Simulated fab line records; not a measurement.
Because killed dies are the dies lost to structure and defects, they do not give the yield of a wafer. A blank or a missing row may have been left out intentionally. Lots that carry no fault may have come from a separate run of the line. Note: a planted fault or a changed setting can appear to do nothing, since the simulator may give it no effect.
Struck lot and sound lot, side by side :: flow berkeley cmos170 :: 27 out of 331 route steps
Sound: these wafers, L768.2, L768.4, L768.5. Wafers L779.1, L779.2, L779.4 were the ones struck. Last of all comes the cause.
Order at every step that has rows: each side's tool, ch and its chambers, its first start. Under that, the readings that differ: sound wafers :: struck wafers :: difference of the means :: sigmas: that difference in standard deviations of wafers without a fault.
alike: a reading whose means differ by less than 2 such deviations, as well as words and numbers matching on both sides. not compared: withheld readings; readings where some wafer has no value; bounds like >300 that might hide an equal value; numbers whose values overlap and for which the record gives no deviation.
The two part at a step that has a row with sigmas, a row that says differs or no value, or rows on one side only. Numbers that have no deviation but don't overlap get no sigmas and don't part them. Lack of a reading on every wafer of one side parts them only where that side has two or more wafers.

UCB170_SPACER_THK_MEAS_01:
  sound: film metro-04 at day 7 23:20; struck: film metro-04 at day 10 10:02
  alike: SPACER_TEOS_THK
then, 1 step without rows for these wafers: UCB170_SPACER_ANNEAL_02 (time 1800 s).
UCB170_SPACER_ETCHBACK_03: etches SiO2 in CHF3/CF4/Ar, stops on Si, target depth 376 nm, time 100 s.
  sound on rie diel-04 ch 0,1, day 8 05:50; struck on rie diel-03 ch 0,2,3, day 10 14:40
  alike: drypump motor current A, oes product au, throttle valve pct
  not compared: rf hours counter h
then, 6 steps without rows for these wafers: UCB170_PSD_HMDS_00 (prime time 60 s); UCB170_PSD_COAT_01 (resist thk 900 nm); UCB170_PSD_SOFTBAKE_02 (time 60 s); UCB170_PSD_EXPOSE_03 (exposes mask PSELECT MOD, target cd 1200 nm); UCB170_PSD_PEB_04; UCB170_PSD_DEVELOP_05 (develop time 45 s).
UCB170_PSD_CD_MEAS_06 targets a cd of 1200 nm.
  sound: cd sem-01 at day 8 07:07; struck: cd sem-01 at day 10 16:19
  alike: cd nm
UCB170_PSD_OVL_MEAS_07:
  sound: overlay-01 at day 8 07:14; struck: overlay-01 at day 10 16:26
  alike: PSD_OVL
then, 1 step without rows for these wafers: UCB170_PSD_IMPLANT_08.
UCB170_PSD_STRIP_09: strips in O2.
  sound on plasma asher-04 ch 0,1, day 8 07:25; struck on plasma asher-02 ch 0,1, day 10 16:38
  no value came back on the struck wafers for chamber pressure mTorr (mTorr), drypump motor current A (A), oes product au (a.u.), strip time to endpoint s (s); on the sound wafers chamber pressure mTorr (mTorr) reads 3499 3507 3498
reading: model.KrF_of_PSD_COAT_01.thk nm (nm)
sound: 0 0 0
struck: 887.5 886.2 885.4
difference: +886.4
sigmas: 
  not compared: rf hours counter h
UCB170_PSD_TW_MEAS_10:
  sound: film metro-01 at day 8 07:31; struck: film metro-01 at day 10 16:44
  alike: PSD_TW
then, 7 steps without rows for these wafers: UCB170_PSD_CLEAN_11 (cleans in SPM, time 600 s); UCB170_NSD_HMDS_00 (prime time 60 s); UCB170_NSD_COAT_01 (resist thk 900 nm); UCB170_NSD_SOFTBAKE_02 (time 60 s); UCB170_NSD_EXPOSE_03 (exposes mask NSELECT MOD, target cd 1200 nm); UCB170_NSD_PEB_04; UCB170_NSD_DEVELOP_05 (develop time 45 s).
UCB170_NSD_CD_MEAS_06 targets a cd of 1200 nm.
  sound: cd sem-02 at day 8 11:28; struck: cd sem-02 at day 10 21:53
  alike: cd nm
UCB170_NSD_OVL_MEAS_07:
  sound: overlay-01 at day 8 11:34; struck: overlay-02 at day 10 22:01
  alike: NSD_OVL
then, 1 step without rows for these wafers: UCB170_NSD_IMPLANT_08.
UCB170_NSD_STRIP_09: strips in O2.
  sound on plasma asher-04 ch 0,1, day 8 11:45; struck on plasma asher-02 ch 0,1, day 10 22:11
reading: oes product au (a.u.)
sound: 0.528 0.533 0.544
struck: 0.622 0.617 0.625
difference: +0.086
sigmas: +21

reading: strip time to endpoint s (s)
sound: 35.91 35.87 35.80
struck: 61.99 61.95 62.06
difference: +26.14
sigmas: +99 or more
  alike: chamber pressure mTorr, drypump motor current A
  not compared: rf hours counter h
UCB170_NSD_TW_MEAS_10:
  sound: film metro-01 at day 8 11:52; struck: film metro-02 at day 10 22:17
reading: NSD_TW
sound: 4183 4175 4182
struck: 30 30 30
difference: -4150
sigmas: -99 or more
then, 1 step without rows for these wafers: UCB170_NSD_CLEAN_11 (cleans in SPM, time 600 s).

## WHERE THEY PART
Earliest at UCB170_PSD_STRIP_09; latest, in this record, at UCB170_NSD_TW_MEAS_10.

WHY: the cause the simulator had injected
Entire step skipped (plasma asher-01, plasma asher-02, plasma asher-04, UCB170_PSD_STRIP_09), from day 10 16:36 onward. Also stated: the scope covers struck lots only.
